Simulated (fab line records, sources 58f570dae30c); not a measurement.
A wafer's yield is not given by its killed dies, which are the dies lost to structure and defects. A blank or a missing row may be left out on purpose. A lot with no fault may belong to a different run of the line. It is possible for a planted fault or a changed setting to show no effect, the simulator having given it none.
2 desks, one fault :: flow berkeley cmos170 :: every desk sees just its own numbers, and what lay behind them comes last

== AT THE METROLOGY DESK ==
What the gauges read, lot by lot, whatever tool the lot ran on: means of the sampled wafers that have a number. The brackets show how far a lot's mean lies from the usual mean; more than 4 standard deviations puts the lot out of limits, marked OUT.
Columns: A = NWELL_OXIDE_THK at UCB170_NWELL_THK_MEAS_02, usual 26.2 nm; B = cd nm at UCB170_CONTACT_CD_MEAS_90, usual 699.9 nm; C = cd nm at UCB170_V2_CD_MEAS_12, usual 699.6 nm
lot: L411
first seen here: day 2 04:49
A: 25.8
B: 699.0
C: 698.0

lot: L413
first seen here: day 2 11:35
A: 26.8
B: 700.6
C: 699.8

lot: L412
first seen here: day 2 11:36
A: 26.2
B: 699.4
C: 701.7

lot: L415
first seen here: day 2 22:07
A: 26.4
B: 699.5
C: 699.7

lot: L416
first seen here: day 3 05:40
A: 26.0
B: 700.9
C: 698.9

lot: L418
first seen here: day 3 15:49
A: 25.7
B: 698.5
C: 700.9

lot: L419
first seen here: day 3 18:07
A: 26.2
B: 700.8
C: 699.5

lot: L420
first seen here: day 3 22:37
A: 25.5
B: 700.1
C: 698.3

lot: L421
first seen here: day 4 06:23
A: 26.0
B: 700.4
C: 698.6

lot: L422
first seen here: day 4 10:46
A: 25.6
B: 701.0
C: 700.3

lot: L424
first seen here: day 4 23:32
A: 26.4
B: 698.4
C: 761.1 (+47) OUT

lot: L430
first seen here: day 6 07:14
A: 26.6
B: 697.4
C: 699.4

lot: L432
first seen here: day 6 20:10
A: 25.7
B: 701.7
C: 760.3 (+47) OUT

lot: L433
first seen here: day 6 20:10
A: 25.3
B: 698.2
C: 699.5
This desk's verdict: out of limits on L424, L432, starting with L424 at day 11 01:44 (cd nm at UCB170_V2_CD_MEAS_12). Within limits: L411, L413, L412, L415, L416, L418, L419, L420, L421, L422, L430, L433.

== THE TOOL OWNER'S DESK: litho track-01 ==
Per lot that ran on this tool, the mean of the sampled wafers carrying a number, from the tool's own readings at UCB170_V2_SOFTBAKE_08 (time 60 s). The brackets show how far a lot's mean lies from the usual mean; more than 4 standard deviations puts the lot out of limits, marked OUT.
Columns: A = heater power total W at UCB170_V2_SOFTBAKE_08, usual 56.80 W; B = plate temp C at UCB170_V2_SOFTBAKE_08, usual 130.01 C
lot: L411
first seen here: day 7 13:27
A: 56.83
B: 129.96

lot: L412
first seen here: day 8 07:41
A: 56.79
B: 129.90

lot: L418
first seen here: day 9 16:32
A: 56.78
B: 129.98

lot: L422
first seen here: day 10 09:46
A: 56.82
B: 130.03

lot: L424
first seen here: day 11 00:40
A: 67.42 (+99 or more) OUT
B: 148.55 (+99 or more) OUT

lot: L432
first seen here: day 12 01:55
A: 67.45 (+99 or more) OUT
B: 148.48 (+99 or more) OUT
This desk's verdict: out of limits on L424, L432, starting with L424 at day 11 00:40 (heater power total W at UCB170_V2_SOFTBAKE_08). Within limits: L411, L412, L418, L422.

== TAKEN TOGETHER ==
On L424, L432, at day 11 00:40, an alarm was possible from the tool owner's desk.
Metrology desk: alarm possible at day 11 01:44 on L424, L432.
All the named lots went through UCB170_V2_SOFTBAKE_08 on litho track-01.

== WHAT WAS PUT IN BY THE SIMULATOR ==
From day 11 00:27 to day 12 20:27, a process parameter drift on litho track-01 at UCB170_V2_SOFTBAKE_08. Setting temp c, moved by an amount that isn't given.
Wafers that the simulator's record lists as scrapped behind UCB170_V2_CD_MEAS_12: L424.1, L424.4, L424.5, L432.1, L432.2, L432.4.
Lots struck among those shown: L424, L432.
Hours from the fault's start to each desk's first reading out of limits: the tool owner's desk, 0; the metrology desk, 1.
